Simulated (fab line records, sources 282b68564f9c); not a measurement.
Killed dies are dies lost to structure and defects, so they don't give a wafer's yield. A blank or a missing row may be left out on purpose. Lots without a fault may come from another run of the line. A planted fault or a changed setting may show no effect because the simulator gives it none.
Which tool did it? | flow rit_cmos | 13 lots, 39 wafers sampled, at 2 steps of a route of 202

WHAT THE GAUGES READ, wafer by wafer
The record holds no reading of a measuring or inspecting step that can be judged against a usual standard deviation.

WHICH TOOL RAN EACH LOT (tool, then ch and the chambers of the sampled wafers, then the start)
lot  | RIT_NLDD_EXPOSE_03                 | RIT_M1_PROBE_99
L351 | iline_stepper-02 ch 0, day 2 22:57 | prober-01, day 3 15:40
L352 | iline_stepper-01 ch 0, day 3 02:05 | prober-02, day 3 20:23
L353 | iline_stepper-01 ch 0, day 3 13:07 | prober-02, day 4 07:31
L354 | iline_stepper-02 ch 0, day 3 13:22 | prober-01, day 4 07:34
L355 | iline_stepper-01 ch 0, day 3 17:46 | prober-02, day 4 09:44
L357 | iline_stepper-02 ch 0, day 4 01:25 | prober-01, day 4 19:58
L356 | iline_stepper-02 ch 0, day 4 03:08 | prober-02, day 4 20:35
L359 | iline_stepper-02 ch 0, day 4 09:44 | prober-02, day 5 02:45
L362 | iline_stepper-02 ch 0, day 5 05:50 | prober-01, day 5 22:40
L366 | iline_stepper-02 ch 0, day 5 20:41 | prober-01, day 6 12:44
L368 | iline_stepper-02 ch 0, day 6 08:16 | prober-01, day 7 01:58
L371 | iline_stepper-02 ch 0, day 6 22:26 | prober-02, day 7 14:48
L372 | iline_stepper-02 ch 0, day 7 03:28 | prober-01, day 7 19:44
- RIT_NLDD_EXPOSE_03: exposes mask M7, target cd 40700 nm.
- RIT_M1_PROBE_99

WHAT THE TOOLS THEMSELVES READ (means of the sampled wafers that have a number; where no wafer has one, the mark that the record gives instead)
RIT_NLDD_EXPOSE_03. Usual: focus_offset_nm 0.0 nm, standard deviation 0.46.
lot  | tool             | focus_offset_nm (nm) | flag
L351 | iline_stepper-02 | 0.6                  |
L352 | iline_stepper-01 | -0.2                 |
L353 | iline_stepper-01 | -0.0                 |
L354 | iline_stepper-02 | 0.3                  |
L355 | iline_stepper-01 | -0.4                 |
L357 | iline_stepper-02 | 0.1                  |
L356 | iline_stepper-02 | 0.3                  |
L359 | iline_stepper-02 | 0.4                  |
L362 | iline_stepper-02 | 0.4                  |
L366 | iline_stepper-02 | -0.1                 |
L368 | iline_stepper-02 | 0.3                  |
L371 | iline_stepper-02 | -0.2                 |
L372 | iline_stepper-02 | -0.3                 |

RIT_M1_PROBE_99. Usual: killed_at_contacts 0.1, standard deviation 0.25; killed_at_front_end 8, standard deviation 3.3; killed_dies 8, standard deviation 3.3; killed_on_rim 2.2, standard deviation 1.6; killed_open 3.9, standard deviation 2.1; killed_short 3.8, standard deviation 2.2.
lot  | tool      | killed_at_contacts | killed_at_front_end | killed_dies | killed_on_rim | killed_open | killed_short | flag
L351 | prober-01 | 0.0                | 9                   | 9           | 4.0           | 5.0         | 3.7          |
L352 | prober-02 | 0.0                | 9                   | 9           | 2.7           | 3.3         | 5.3          |
L353 | prober-02 | 0.0                | 8                   | 8           | 2.3           | 4.3         | 3.3          |
L354 | prober-01 | 0.0                | 5                   | 5           | 0.7           | 2.0         | 3.3          |
L355 | prober-02 | 0.0                | 13                  | 13          | 3.0           | 6.3         | 6.7          |
L357 | prober-01 | 0.3                | 13                  | 13          | 4.7           | 6.3         | 6.7          |
L356 | prober-02 | 0.0                | 6                   | 6           | 1.7           | 3.7         | 2.0          |
L359 | prober-02 | 0.0                | 7                   | 7           | 2.3           | 3.7         | 3.7          |
L362 | prober-01 | 0.0                | 10                  | 10          | 3.0           | 4.0         | 5.7          |
L366 | prober-01 | 0.3                | 7                   | 7           | 1.0           | 2.7         | 4.7          |
L368 | prober-01 | 0.0                | 10                  | 10          | 2.7           | 6.0         | 3.7          |
L371 | prober-02 | 0.0                | 7                   | 7           | 1.7           | 4.3         | 3.0          |
L372 | prober-01 | 0.0                | 7                   | 7           | 2.3           | 3.3         | 4.0          |

THE ANSWER, worked out from the rows above alone
Rule: a lot is off if the mean of its wafers that have a number lies more than 3 standard deviations from the usual mean. A lot without any number at a reading at which 4 lots or more have one is off too. The other lots that the step has rows for count as sound. The gauges are gone through in route order, then the tools' own readings, and for those a lot's mean is taken as printed above. The first step at which some lot is off is used, and at that step the reading that is off furthest; a lot without a number counts as furthest.
No lot is off at any reading shown: from this, nothing can be told.

WHAT THE SIMULATOR HAD PUT IN
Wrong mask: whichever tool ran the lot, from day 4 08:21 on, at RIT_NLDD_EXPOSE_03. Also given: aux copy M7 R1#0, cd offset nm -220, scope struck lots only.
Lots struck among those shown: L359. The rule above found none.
